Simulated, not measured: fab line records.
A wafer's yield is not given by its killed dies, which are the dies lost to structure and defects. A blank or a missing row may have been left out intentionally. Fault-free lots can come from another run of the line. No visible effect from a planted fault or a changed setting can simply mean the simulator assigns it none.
What tool caused it? | flow berkeley-cmos170 | 7 lots (21 wafers sampled), 1 step of a 331-step route

== WHAT THE GAUGES READ, wafer by wafer ==
UCB170_START_BOW_MEAS_00.
lot  | measured    | on            | INCOMING_BOW (um)
L735 | day 1 15:01 | film-metro-01 | -3 -9 -5
L737 | day 2 01:00 | film-metro-03 | 1 -12 11
L739 | day 2 11:01 | film-metro-02 | -2 -5 -2
L743 | day 3 07:02 | film-metro-03 | -3 3 9
L745 | day 3 17:01 | film-metro-01 | -1 7 -9
L748 | day 4 08:04 | film-metro-03 | 2 2 -4
L756 | day 6 00:01 | film-metro-03 | -8 2 -2

== TOOL THAT RAN EACH LOT (tool first, then ch and the chambers of the sampled wafers, then the start) ==
The record holds no process step before these readings.

== THE ANSWER, worked out from the rows above alone ==
Rule: usual is defined by the lots themselves. Put in order of their means at a reading, lots are off if they are a third of the lots or fewer, leave a main group of 4 or more, and stand apart from it by a gap of 3 or more times the standard deviation of the main group's means; of several such gaps the widest counts. A main group whose means are all the same, to the digits that the tables above print for the reading, isn't used. Also off: a lot with no number at a reading for which 4 or more lots have one. All remaining lots with rows at the step are treated as sound.
No lot is off at any reading shown: from this, nothing can be told.

== WHAT THE SIMULATOR HAD INSERTED ==
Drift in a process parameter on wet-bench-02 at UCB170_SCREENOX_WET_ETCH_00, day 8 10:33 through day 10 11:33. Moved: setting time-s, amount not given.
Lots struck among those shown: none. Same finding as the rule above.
